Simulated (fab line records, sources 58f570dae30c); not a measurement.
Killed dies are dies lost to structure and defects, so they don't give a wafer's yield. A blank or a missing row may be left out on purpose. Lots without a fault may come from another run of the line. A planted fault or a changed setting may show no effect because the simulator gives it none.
Which tool did it? | flow berkeley_cmos170 | 13 lots, 39 wafers sampled, at 3 steps of a route of 331

WHAT THE GAUGES READ, wafer by wafer
UCB170_V1_BOW_MEAS_03. Usual: V1_BOW 17 um, standard deviation 7.2.
lot  | measured     | on            | V1_BOW (um) | flag
L635 | day 7 09:19  | film_metro-01 | 16 19 29    |
L634 | day 7 06:29  | film_metro-03 | 20 -3 13    |
L638 | day 8 08:48  | film_metro-04 | 31 22 13    |
L643 | day 9 18:55  | film_metro-03 | 22 32 26    |
L645 | day 9 23:38  | film_metro-03 | 13 24 19    |
L646 | day 9 23:35  | film_metro-04 | 4 5 14      |
L647 | day 10 08:16 | film_metro-01 | 15 15 20    |
L648 | day 10 19:51 | film_metro-03 | 26 12 1     |
L651 | day 11 12:08 | film_metro-04 | 12 18 19    |
L652 | day 11 15:05 | film_metro-04 | 16 20 13    |
L653 | day 11 15:10 | film_metro-03 | 12 16 27    |
L654 | day 11 15:22 | film_metro-01 | 18 20 14    |
L655 | day 12 04:46 | film_metro-01 | 18 19 25    |

UCB170_V1_THK_MEAS_04. Usual: V1_POLISHED_THK 1000.2 nm, standard deviation 1.
lot  | measured     | on            | V1_POLISHED_THK (nm) | flag
L635 | day 7 09:26  | film_metro-01 | 999.0 999.8 1000.3   |
L634 | day 7 06:36  | film_metro-03 | 1001.1 1000.3 1002.8 |
L638 | day 8 08:55  | film_metro-04 | 999.2 1001.2 999.8   |
L643 | day 9 19:01  | film_metro-03 | 1000.0 999.3 999.8   |
L645 | day 9 23:44  | film_metro-03 | 1001.3 1001.1 1000.8 |
L646 | day 9 23:43  | film_metro-04 | 1000.9 1001.7 1000.3 |
L647 | day 10 08:22 | film_metro-01 | 1000.6 998.8 999.1   |
L648 | day 10 19:58 | film_metro-03 | 1000.3 1000.4 999.5  |
L651 | day 11 12:13 | film_metro-04 | 1000.8 1000.7 1001.8 |
L652 | day 11 15:12 | film_metro-04 | 1000.8 1000.0 1000.2 |
L653 | day 11 15:17 | film_metro-03 | 1000.1 999.1 999.7   |
L654 | day 11 15:29 | film_metro-01 | 1000.4 999.7 1000.0  |
L655 | day 12 04:53 | film_metro-01 | 1000.4 1000.1 1000.1 |

WHICH TOOL RAN EACH LOT (tool, then ch and the chambers of the sampled wafers, then the start)
lot  | UCB170_SCREENOX_WET_ETCH_00
L635 | wet_bench-02 ch 3, day 5 04:21
L634 | wet_bench-02 ch 3, day 5 04:25
L638 | wet_bench-04 ch 0, day 6 00:36
L643 | wet_bench-02 ch 0, day 7 11:13
L645 | wet_bench-04 ch 2, day 7 18:02
L646 | wet_bench-04 ch 0, day 7 18:02
L647 | wet_bench-03 ch 2, day 7 23:38
L648 | wet_bench-03 ch 0, day 8 14:38
L651 | wet_bench-04 ch 1, day 9 03:54
L652 | wet_bench-04 ch 0, day 9 03:54
L653 | wet_bench-04 ch 1, day 9 03:54
L654 | wet_bench-04 ch 3, day 9 03:54
L655 | wet_bench-02 ch 2, day 9 21:28
- UCB170_SCREENOX_WET_ETCH_00: etches SiO2 in dHF, time 200 s.

WHAT THE TOOLS THEMSELVES READ (means of the sampled wafers that have a number; where no wafer has one, the mark that the record gives instead)
The record holds no such reading with a usual standard deviation.

THE ANSWER, worked out from the rows above alone
Rule: a lot is off if the mean of its wafers that have a number lies more than 3 standard deviations from the usual mean. A lot without any number at a reading at which 4 lots or more have one is off too. The other lots that the step has rows for count as sound. The gauges are gone through in route order, then the tools' own readings, and for those a lot's mean is taken as printed above. The first step at which some lot is off is used, and at that step the reading that is off furthest; a lot without a number counts as furthest.
No lot is off at any reading shown: from this, nothing can be told.

WHAT THE SIMULATOR HAD PUT IN
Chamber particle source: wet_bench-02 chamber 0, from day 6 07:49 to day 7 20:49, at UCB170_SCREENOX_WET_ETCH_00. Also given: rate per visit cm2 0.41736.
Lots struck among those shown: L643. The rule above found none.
